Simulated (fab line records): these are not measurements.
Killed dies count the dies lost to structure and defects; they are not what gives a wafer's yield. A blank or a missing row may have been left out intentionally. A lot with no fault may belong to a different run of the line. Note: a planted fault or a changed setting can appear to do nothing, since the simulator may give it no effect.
Which of the tools did it?	flow berkeley-cmos170	15 lots with 45 wafers sampled at 4 steps, on a route of 331 steps

## WHAT THE GAUGES READ, wafer by wafer
UCB170_M1_OVL_MEAS_10.
lot	measured	on	M1_OVL (nm)
L342	day 8 19:58	overlay-01	10 9 8
L346	day 8 20:14	overlay-02	10 5 5
L347	day 10 06:11	overlay-02	-3 2 -5
L350	day 10 06:41	overlay-01	-2 2 6
L354	day 10 15:11	overlay-01	-3 4 -1
L352	day 10 16:02	overlay-02	4 0 4
L351	day 10 17:04	overlay-01	-3 -4 -4
L355	day 11 08:18	overlay-02	2 -1 8
L356	day 12 11:03	overlay-01	-6 -1 -3
L360	day 12 13:58	overlay-01	-4 -3 6
L358	day 12 14:28	overlay-01	-3 2 0
L359	day 12 14:34	overlay-01	1 4 3
L362	day 12 22:18	overlay-01	-8 -10 -3
L364	day 12 22:41	overlay-01	2 -7 -2
L363	day 12 23:01	overlay-01	-9 -10 -10

UCB170_V1_THK_MEAS_01.
lot	measured	on	V1_TEOS_THK (nm)
L342	day 8 22:20	film-metro-02	1971 1955 2020
L346	day 8 22:30	film-metro-04	1936 1970 2004
L347	day 10 08:07	film-metro-04	2009 2014 2047
L350	day 10 09:28	film-metro-04	2006 2050 1984
L354	day 10 17:07	film-metro-03	1984 1992 1999
L352	day 10 18:28	film-metro-03	1991 2032 2065
L351	day 10 19:47	film-metro-03	1979 2003 2028
L355	day 11 10:13	film-metro-02	2001 1998 2028
L356	day 12 12:59	film-metro-04	2005 1994 2051
L360	day 12 15:53	film-metro-03	2003 2003 2034
L358	day 12 17:14	film-metro-03	2021 1995 2026
L359	day 12 17:23	film-metro-03	1966 1979 1954
L362	day 13 00:31	film-metro-02	2005 2067 2047
L364	day 13 01:52	film-metro-04	1992 2011 2059
L363	day 13 01:51	film-metro-02	1975 2014 1986

UCB170_M2_THK_MEAS_03: measures by xrf.
lot	measured	on	M2_AL_THK (nm)
L342	day 9 02:14	film-metro-04	907 903 902
L346	day 9 02:22	film-metro-02	895 901 896
L347	day 10 10:29	film-metro-04	887 890 889
L350	day 10 12:44	film-metro-01	871 870 869
L354	day 10 19:53	film-metro-02	886 905 875
L352	day 10 22:50	film-metro-04	892 894 893
L360	day 12 19:43	film-metro-04	900 909 909
L358	day 13 00:04	film-metro-04	924 912 913
L359	day 13 00:32	film-metro-04	880 894 879
L362	day 13 05:08	film-metro-04	908 892 889
L364	day 13 09:25	film-metro-01	888 883 881
L363	day 13 09:25	film-metro-04	888 901 906

## WHICH TOOL RAN EACH LOT (tool, then ch and the chambers of the sampled wafers, then the start)
lot	UCB170_V1_EXPOSE_09
L342	krf-scanner-02 ch 0, day 9 00:25
L346	krf-scanner-01 ch 0, day 9 00:40
L347	krf-scanner-02 ch 0, day 10 09:18
L350	krf-scanner-01 ch 0, day 10 11:32
L354	krf-scanner-01 ch 0, day 10 18:40
L352	krf-scanner-01 ch 0, day 10 20:25
L351	krf-scanner-02, day 10 21:49
L355	krf-scanner-02, day 11 11:34
L356	krf-scanner-02, day 12 14:10
L360	krf-scanner-02 ch 0, day 12 18:04
L358	krf-scanner-01 ch 0, day 12 21:55
L359	krf-scanner-02 ch 0, day 12 22:37
L362	krf-scanner-02 ch 0, day 13 03:06
L364	krf-scanner-01 ch 0, day 13 07:33
L363	krf-scanner-01 ch 0, day 13 07:38
- UCB170_V1_EXPOSE_09: exposes mask VIA1, target cd 700 nm.

## AS READ BY THE TOOLS THEMSELVES (means over the sampled wafers that have a number; for cases with no such wafer, the mark the record gives instead)
UCB170_V1_EXPOSE_09.
lot	tool	exposure-dose-mJ-cm2	focus-offset-nm (nm)
L342	krf-scanner-02	37.04	0.1
L346	krf-scanner-01	36.97	0.7
L347	krf-scanner-02	36.97	-0.3
L350	krf-scanner-01	36.95	-0.2
L354	krf-scanner-01	36.98	-0.5
L352	krf-scanner-01	36.98	-0.2
L351	krf-scanner-02	-	-
L355	krf-scanner-02	-	-
L356	krf-scanner-02	-	-
L360	krf-scanner-02	37.01	0.8
L358	krf-scanner-01	36.92	0.3
L359	krf-scanner-02	37.00	-0.1
L362	krf-scanner-02	37.02	-0.4
L364	krf-scanner-01	36.96	0.2
L363	krf-scanner-01	36.90	-0.5

## THE ANSWER, worked out from the rows above alone
Rule: what is usual is taken from the lots themselves. Put in order of their means at a reading, lots are off if they are a third of the lots or fewer, leave a main group of 4 or more, and stand apart from it by a gap of 3 or more times the standard deviation of the main group's means; of several such gaps the widest counts. Not used: any main group whose means are identical at the precision the tables above print for the reading. A lot without any number at a reading at which 4 lots or more have one is off too. Any other lot the step has rows for is counted as sound. The gauges are gone through in route order, then the tools' own readings, and for those a lot's mean is taken as printed above. At the first step where some lot is off, the reading lying furthest off is the one used; lots without a number count as furthest.
Off: L351, L355, L356 (UCB170_V1_EXPOSE_09, exposure-dose-mJ-cm2). Without a number there: L351, L355, L356. The main group: mean 36.98, standard deviation 0.038.
If a tool, at that step or one of the process steps before it, ran each lot that is off and ran no sound lot following the first of them, it fits. None of those tried fits.

## WHAT THE SIMULATOR PUT IN
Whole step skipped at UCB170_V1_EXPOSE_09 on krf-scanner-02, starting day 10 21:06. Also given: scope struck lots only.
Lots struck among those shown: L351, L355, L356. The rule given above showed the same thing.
